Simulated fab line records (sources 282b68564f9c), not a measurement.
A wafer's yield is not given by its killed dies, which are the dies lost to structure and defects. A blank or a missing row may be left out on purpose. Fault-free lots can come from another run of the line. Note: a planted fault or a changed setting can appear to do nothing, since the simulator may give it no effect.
Comparing a struck lot with a sound one || flow rit_cmos || 43 out of 202 route steps
Sound: these wafers, L821.1, L821.2, L821.6. Wafers L824.2, L824.5, L824.6 were the ones struck. At the end, the cause is stated.
Per side, at each step with rows, come the tool, then ch with its chambers, and then its first start. Under that, the readings that differ: sound wafers || struck wafers || difference of the means || sigmas: that difference in standard deviations of wafers without a fault.
alike: words and numbers the same on both sides, and readings whose means are apart by under 2 such deviations; not compared: readings that were withheld, readings missing a value for some wafer, numbers with overlapping values and no deviation given by the record, and bounds like >300 which may hide the same value.
Wherever a step has rows on one side only, a row that says differs or no value, or a row with sigmas, the two part there. Non-overlapping numbers with no deviation appear without sigmas and do not part them. Lack of a reading on every wafer of one side parts them only where that side has two or more wafers.

first, 2 steps without rows for these wafers: RIT_FOX2_CLEAN_02 (cleans in dHF, time 180 s); RIT_FOX2_WET_ETCH_03 (etches Si3N4 in H3PO4, target depth 195 nm, time 2700 s).
RIT_FOX2_THK_MEAS_90:
  sound: film_metro-04 at day 3 07:25; struck: film_metro-01 at day 3 21:57
  alike: FIELD_OXIDE_LEFT_1_THK
then, 6 steps without rows for these wafers: RIT_NWELL_HMDS_00 (prime time 60 s); RIT_NWELL_COAT_01 (resist thk 1300 nm); RIT_NWELL_SOFTBAKE_02 (time 60 s); RIT_NWELL_EXPOSE_03 (exposes mask M2, target cd 43900 nm); RIT_NWELL_PEB_04; RIT_NWELL_DEVELOP_05 (develop time 68 s).
RIT_NWELL_OVL_MEAS_06:
  sound: overlay-02 at day 3 08:28; struck: overlay-02 at day 3 23:01
  alike: NWELL_OVL
then, 2 steps without rows for these wafers: RIT_NWELL_HARDBAKE_07 (time 120 s); RIT_NWELL_IMPLANT_08.
RIT_NWELL_STRIP_09: strips in O2, time 180 s.
  sound on plasma_asher-04 ch 0,1, day 3 08:55; struck on plasma_asher-03 ch 0,1, day 3 23:26
{"reading": "run_length_s (s)", "sound": "208.2 208.9 208.5", "struck": "72.2 72.1 72.0", "difference": -136.4, "sigmas": "-99 or more"}
{"reading": "model.NOVOLAK_of_NWELL_COAT_01.thk_nm (nm)", "sound": "0 0 0", "struck": "333.6 339.6 337.4", "difference": "+336.9", "sigmas": ""}
  alike: chamber_pressure_mTorr, drypump_motor_current_A
  not compared: rf_hours_counter_h
RIT_NWELL_TW_MEAS_10:
  sound: film_metro-03 at day 3 09:05; struck: film_metro-03 at day 3 23:38
  alike: NWELL_TW
then, 6 steps without rows for these wafers: RIT_PWELL_HMDS_00 (prime time 60 s); RIT_PWELL_COAT_01 (resist thk 1300 nm); RIT_PWELL_SOFTBAKE_02 (time 60 s); RIT_PWELL_EXPOSE_03 (exposes mask M3, target cd 43700 nm); RIT_PWELL_PEB_04; RIT_PWELL_DEVELOP_05 (develop time 68 s).
RIT_PWELL_OVL_MEAS_06:
  sound: overlay-01 at day 3 10:01; struck: overlay-01 at day 4 00:44
  alike: PWELL_OVL
then, 2 steps without rows for these wafers: RIT_PWELL_HARDBAKE_07 (time 120 s); RIT_PWELL_IMPLANT_08.
RIT_PWELL_STRIP_09: strips in O2, time 180 s.
  sound on plasma_asher-03 ch 0,1, day 3 10:28; struck on plasma_asher-04 ch 0,1, day 4 01:10
  alike: chamber_pressure_mTorr, drypump_motor_current_A, run_length_s
  not compared: rf_hours_counter_h
RIT_PWELL_TW_MEAS_10:
  sound: film_metro-01 at day 3 10:38; struck: film_metro-01 at day 4 01:20
  alike: PWELL_TW
then, 1 step without rows for these wafers: RIT_WELLDRIVE_ANNEAL_00 (time 14700 s).
RIT_WELLDRIVE_RS_MEAS_01: measurement is done with a four-point probe.
  sound: film_metro-01 at day 3 15:47; struck: film_metro-01 at day 4 06:30
  alike: NWELL_RS
RIT_WELLDRIVE_RS_MEAS_02: measurement is done with a four-point probe.
  sound: film_metro-01 at day 3 15:54; struck: film_metro-01 at day 4 06:37
  alike: PWELL_RS
then, 6 steps without rows for these wafers: RIT_NRETRO_HMDS_00 (prime time 60 s); RIT_NRETRO_COAT_01 (resist thk 1300 nm); RIT_NRETRO_SOFTBAKE_02 (time 60 s); RIT_NRETRO_EXPOSE_03 (exposes mask M4, target cd 43900 nm); RIT_NRETRO_PEB_04; RIT_NRETRO_DEVELOP_05 (develop time 68 s).
RIT_NRETRO_OVL_MEAS_06:
  sound: overlay-01 at day 3 17:25; struck: overlay-02 at day 4 07:41
  alike: NRETRO_OVL
then, 2 steps without rows for these wafers: RIT_NRETRO_HARDBAKE_07 (time 120 s); RIT_NRETRO_IMPLANT_08.
RIT_NRETRO_STRIP_09: strips in O2, time 180 s.
  sound on plasma_asher-02 ch 0,1, day 3 17:51; struck on plasma_asher-03 ch 0,1, day 4 08:07
  alike: chamber_pressure_mTorr, drypump_motor_current_A, run_length_s
  not compared: rf_hours_counter_h
RIT_NRETRO_TW_MEAS_10:
  sound: film_metro-04 at day 3 18:02; struck: film_metro-02 at day 4 08:18
{"reading": "NRETRO_TW", "sound": "1047 1048 1050", "struck": "31 31 31", "difference": -1017, "sigmas": "-99 or more"}
then, 3 steps without rows for these wafers: RIT_PRETRO_HMDS_00 (prime time 60 s); RIT_PRETRO_COAT_01 (resist thk 1300 nm); RIT_PRETRO_SOFTBAKE_02 (time 60 s).
RIT_PRETRO_TW_MEAS_10:
  sound: film_metro-01 at day 3 19:42; struck: film_metro-01 at day 4 09:51
{"reading": "PRETRO_TW", "sound": "466 466 465", "struck": "64 54 57", "difference": -407, "sigmas": -91}

## WHERE THEY PART
Earliest at RIT_NWELL_STRIP_09; latest, in this record, at RIT_PRETRO_TW_MEAS_10.

WHY: what the simulator had put in
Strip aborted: plasma_asher-03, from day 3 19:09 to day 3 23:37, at RIT_NWELL_STRIP_09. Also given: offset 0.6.
